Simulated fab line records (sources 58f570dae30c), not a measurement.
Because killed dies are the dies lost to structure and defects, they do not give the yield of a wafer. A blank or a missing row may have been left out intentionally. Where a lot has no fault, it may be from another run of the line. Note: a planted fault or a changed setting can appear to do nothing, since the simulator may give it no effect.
A lot that was struck, set against a sound lot    flow berkeleyCmos170    14 out of 331 route steps
Sound: wafers L453.1, L453.4, L453.5. Wafers L451.2, L451.4, L451.6 were the ones struck. The cause comes at the end.
At each step with rows: each side's tool, then ch and its chambers, then its first start. Under that, the readings that differ: sound wafers    struck wafers    difference of the means    sigmas: that difference in standard deviations of wafers without a fault.
alike: a reading whose means differ by less than 2 such deviations, as well as words and numbers matching on both sides. not compared: withheld readings; readings where some wafer has no value; bounds like >300 that might hide an equal value; numbers whose values overlap and for which the record gives no deviation.
The two part at a step that has a row with sigmas, a row that says differs or no value, or rows on one side only. Numbers that have no deviation but don't overlap get no sigmas and don't part them. Lack of a reading on every wafer of one side parts them only where that side has two or more wafers.

UCB170_V2_BOW_MEAS_03:
  sound on filmMetro-01 at day 9 20:57; struck on filmMetro-01 at day 9 10:08
  alike: V2_BOW
UCB170_V2_THK_MEAS_04:
  sound on filmMetro-01 at day 9 21:04; struck on filmMetro-01 at day 9 10:14
  alike: V2_POLISHED_THK
then, 7 steps without rows for these wafers: UCB170_V2_CLEAN_05 (cleans in DIW); UCB170_V2_HMDS_06 (prime time 60 s); UCB170_V2_COAT_07 (resist thk 900 nm); UCB170_V2_SOFTBAKE_08 (time 60 s); UCB170_V2_EXPOSE_09 (exposes mask VIA2, target cd 700 nm); UCB170_V2_PEB_10; UCB170_V2_DEVELOP_11 (develop time 45 s).
UCB170_V2_CD_MEAS_12: the cd target is 700 nm.
  sound on cdSem-01 at day 9 22:26; struck on cdSem-01 at day 9 11:27
  alike: cdNm
UCB170_V2_OVL_MEAS_13:
  sound on overlay-02 at day 9 22:34; struck on overlay-01 at day 9 11:34
  alike: V2_OVL
UCB170_V2_ETCH_14: etches SiO2 in CHF3/CF4/Ar, stops on Al, target depth 1250 nm, time 291 s.
  sound on rieDiel-02 ch 0,1,2, day 9 22:36; struck on rieDiel-01 ch 0,3, day 9 11:35
  alike: drypumpMotorCurrentA, oesProductAu, throttleValvePct
  not compared: rfHoursCounterH
UCB170_V2_STRIP_15: strips in O2.
  sound on plasmaAsher-04 ch 0,1, day 9 22:47; struck on plasmaAsher-04 ch 0,1, day 9 11:46
  no value came back on the struck wafers for chamberPressureMTorr (mTorr), drypumpMotorCurrentA (A), oesProductAu (a.u.), stripTimeToEndpointS (s); on the sound wafers chamberPressureMTorr (mTorr) reads 3501 3497 3494
reading                             sound  struck           difference  sigmas
model.KrF_of_V2_COAT_07.thkNm (nm)  0 0 0  616.5 622 616.7  +618.4      
  not compared: rfHoursCounterH
UCB170_V2_CD_MEAS_90: the cd target is 700 nm.
  sound on cdSem-01 at day 9 22:53; struck on cdSem-01 at day 9 11:53
  alike: cdNm

WHERE THEY PART
Within this record, at UCB170_V2_STRIP_15 only. Later steps at which nothing parts them and some readings are alike: UCB170_V2_CD_MEAS_90.

WHY: what had been put in by the simulator
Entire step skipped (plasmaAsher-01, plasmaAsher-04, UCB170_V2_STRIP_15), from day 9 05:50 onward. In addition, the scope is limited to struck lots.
